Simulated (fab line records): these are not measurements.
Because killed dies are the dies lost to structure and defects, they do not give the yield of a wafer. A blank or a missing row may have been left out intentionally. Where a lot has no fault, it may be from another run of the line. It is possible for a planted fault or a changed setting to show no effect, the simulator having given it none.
Split-lot study -- flow berkeley cmos170 -- 5 lots, 23 wafers read, on a route of 331 steps

THE SPLIT
At UCB170_SPACER_CVD_00 (deposits SiO2 from TEOS/O2, target thk 376 nm, time 47 s), the setting time s was moved away from the recipe's 47 s on 6 of the 23 wafers read, by -5.2% to +12.6%. This setting was run at the recipe's value on the other wafers.

Between the split and the reading, the file records no step.

THE READING
SPACER_TEOS_THK in nanometres, read at UCB170_SPACER_THK_MEAS_01. Fault-free wafers of this fab line usually give 373 nm, standard deviation 5.5 nm.

wafer,"tool, chamber at the split","time s as run, s",against the recipe,"SPACER_TEOS_THK, nm",against lot-mates on the recipe
L075.1,"pecvd-02, 0",47,recipe,369,-
L075.2,"pecvd-02, 1",47,recipe,367,-
L075.4,"pecvd-02, 0",47,recipe,373,-
L075.5,"pecvd-02, 2",47,recipe,380,-
L075.6,"pecvd-02, 1",47,recipe,370,-
L080.1,"pecvd-02, 0",47,recipe,375,-
L080.5,"pecvd-02, 1",47,recipe,373,-
L080.6,"pecvd-02, 0",47,recipe,382,-
L076.1,"pecvd-01, 1",44.55,-5.2%,357,-18
L076.2,"pecvd-01, 2",44.55,-5.2%,346,-30
L076.3,"pecvd-01, 0",47,recipe,371,-
L076.5,"pecvd-01, 0",47,recipe,380,-
L076.6,"pecvd-01, 1",44.55,-5.2%,356,-20
L079.1,"pecvd-02, 1",47,recipe,357,-
L079.2,"pecvd-02, 0",52.94,+12.6%,414,+48
L079.3,"pecvd-02, 2",52.94,+12.6%,413,+48
L079.5,"pecvd-02, 0",47,recipe,374,-
L079.6,"pecvd-02, 2",52.94,+12.6%,422,+56
L084.1,"pecvd-04, 1",47,recipe,370,-
L084.2,"pecvd-04, 2",47,recipe,366,-
L084.3,"pecvd-04, 0",47,recipe,369,-
L084.4,"pecvd-04, 0",47,recipe,378,-
L084.6,"pecvd-04, 2",47,recipe,368,-

THE FIT
A straight line over all 23 wafers: SPACER_TEOS_THK changes by +3.54 nm for each +1% of time s; r = +0.95; the points scatter about the line by 5.9 nm.
The same after taking each lot's own level away (the mean of its wafers on the recipe; 23 wafers): +4.07 nm for each +1%; r = +0.97; scatter 5.1 nm.
Per that fit: largest time s move, reading shift of 51 nm.
Across the lots, their own levels run from 365.5 to 376.7 nm, a range of 2.0 times the standard deviation given above.
So the lot-to-lot level changes the slope: the two fits differ.
Check: +52.4 nm against its lot-mates is what the line predicts for one of the wafers moved furthest among these (+12.6%) when that wafer is left out of the fit. It came out at +48.5 nm against them.

OTHER SPLITS APPLIED TO THESE WAFERS
Before the reading, these wafers also passed through other splits. Each is held against what the fit with the lots' levels taken away leaves over:
other split on the same wafers,wafers away from the commonest value,r with SPACER_TEOS_THK (lot level and that fit taken away)
UCB170_NWELL_OXIDATION_01 ox time s,18,-0.02
UCB170_PWELL_OXIDATION_02 ox time s,10,+0.01
UCB170_PWELL_ETCH_14 time s,7,-0.08
UCB170_ACTIVE_OXIDATION_02 ox time s,18,+0.01
UCB170_PFIELD_COAT_01 resist thk nm,11,-0.08
UCB170_PFIELD_IMPLANT_07 dose cm2,9,+0.19
UCB170_SACOX_OXIDATION_01 ox time s,15,-0.04
UCB170_GATE_CVD_04 temp c,18,+0.01
UCB170_NLDD_COAT_01 resist thk nm,10,-0.09

THE WHOLE CHAIN: every reading that the file lists as answering this split, in the file's order
step,what it does,reading,change (the file's fit),r (the file's)
UCB170_SPACER_CVD_00,"deposits SiO2 from TEOS/O2, target thk 376 nm, time 47 s","SiO2_of_SPACER_CVD_00.thk nm (the simulator's own value, which no gauge read)",+4.04 nm for each +1% of the setting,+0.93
UCB170_SPACER_THK_MEAS_01,,SPACER_TEOS_THK,+4.03 for each +1% of the setting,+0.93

FILE'S OWN FIT
SPACER_TEOS_THK changes by +4.03 nm for each +1% of time s, r = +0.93.
